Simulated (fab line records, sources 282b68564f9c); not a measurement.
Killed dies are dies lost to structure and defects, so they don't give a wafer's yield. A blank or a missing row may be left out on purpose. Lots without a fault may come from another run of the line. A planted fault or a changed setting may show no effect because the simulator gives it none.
fab line records | flow rit_cmos
record lots=14 wafers=42 last_day=7
route steps=202 shown ACTIVE@11
lots that met no fault: from a run of the same line without faults
start_h: hours from the record's first day to the start of the lot's first wafer shown | wait_h: hours since the lot's step before | " the same as in the row above | L1.1+2: a row that stands for several wafers | - no value, or no start given | * or withheld: withheld | < > ~ a bound
route shown NAME@n: a module of which the file shows steps, and the number in the route of the first | usual: mean/standard deviation of fault-free wafers | same: alike in all rows | chamber/n: place in a boat | sites: the reading at each site | _std_site: their standard deviation | _edge_site: outer sites' mean less inner sites' | radius_mm: how far each site lies from the wafer's centre | mask NAME#n: copy n | behind: the tool/chamber that last shaped the wafer | hold: why the lot was held/for how many hours/how that ended | device: the transistor (n, p or np) that didn't switch | end of line: the same wafers' tests at the end of the route | a step without rows: its recipe alone | killed: dies lost to structure and defects at the first sort, not the wafer's yield | map: a wafer's dies, x killed, . not, _ none there
set.NAME: the setting as run; set.NAME@STEP: as run at that earlier step | model.NAME: the simulator's own value behind a step, which no gauge read
steps of the route over a sample of lots; a table a step, a row a wafer
## steps
# step RIT_ACTIVE_DEVELOP_10
# recipe resist=NOVOLAK develop_time_s=50 dev_temp_c=23
# usual chill_plate_temp_C=23.01/0.12 develop_time_s=50/0 resist_line_temp_C=23.00/0.12
# columns lot.wafer tool chamber start_h wait_h chill_plate_temp_C develop_time_s resist_line_temp_C
L463.4 litho_track-03 0 14 - 23.05 50 22.82
L463.5 " 0 " " 23.07 50 22.73
L463.6 " 0 " " 23.09 50 22.70
L465.1 litho_track-04 0 24 - 23.08 50 22.99
L465.3 " 0 " " 23.17 50 22.91
L465.5 " 0 " " 23.24 50 22.91
L466.1 litho_track-03 0 29 - 23.06 50 22.94
L466.2 " 0 " " 23.05 50 23.01
L466.6 " 0 " " 22.99 50 23.15
L467.2 litho_track-01 0 34 - 23.12 50 23.00
L467.5 " 0 " " 22.81 50 22.88
L467.6 " 0 " " 22.77 50 22.95
L468.1 litho_track-04 0 39 - 23.19 50 23.11
L468.4 " 0 " " 23.11 50 23.21
L468.6 " 0 " " 23.11 50 23.28
L469.1 litho_track-03 0 44 - 23.09 50 22.94
L469.2 " 0 " " 23.01 50 22.96
L469.5 " 0 " " 23.22 50 23.03
L470.1 litho_track-03 0 49 - 23.07 50 23.01
L470.3 " 0 " " 22.81 50 22.99
L470.5 " 0 " " 22.97 50 23.14
L473.4 litho_track-03 - 65 - - - -
L473.5 " - " " - - -
L473.6 " - " " - - -
L474.1 litho_track-03 - 69 - - - -
L474.2 " - " " - - -
L474.6 " - " " - - -
L476.2 litho_track-01 0 79 - 23.09 50 22.94
L476.4 " 0 " " 23.08 50 22.91
L476.6 " 0 " " 23.22 50 23.00
L482.3 litho_track-03 0 110 - 22.94 50 23.00
L482.5 " 0 " " 23.03 50 22.82
L482.6 " 0 " " 22.77 50 23.07
L483.1 litho_track-01 0 115 - 22.90 50 22.89
L483.3 " 0 " " 23.09 50 22.90
L483.5 " 0 " " 23.13 50 23.26
L484.1 litho_track-03 0 121 - 23.08 50 23.03
L484.3 " 0 " " 23.18 50 22.93
L484.4 " 0 " " 23.04 50 22.88
L485.3 litho_track-04 0 126 - 22.98 50 22.82
L485.4 " 0 " " 22.93 50 22.90
L485.6 " 0 " " 23.02 50 22.77
## key
first_sign step=RIT_ACTIVE_DEVELOP_10 reading=tool_record direction=missing
effect none on later readings
met_at RIT_ACTIVE_DEVELOP_10
struck_lots L473,L474
later_rows_left_out L473.4,L473.5,L473.6,L474.1,L474.2,L474.6
sort_left_out L473.4,L473.5,L473.6,L474.1,L474.2,L474.6
tester_left_out L473,L474
onset_between 49 65
fault kind=skipped_step_whole tool=litho_track-03 chamber=- onset_h=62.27 steps=RIT_ACTIVE_DEVELOP_10 scope=struck_lots_only
# tester_left_out: of these lots the tester's yield and bins aren't shown, on N5 and GAA mostly nor the transistor test; their killed dies are dies lost to structure and defects alone, not to doping, threshold or leakage, so they don't give the yield
# sort_left_out: the simulated sort isn't trusted on such a fault, so these wafers' sort isn't shown, and their yield isn't known
# later_rows_left_out: the simulator's readings of these wafers behind a module that went badly wrong aren't trusted and aren't shown, but for the sort
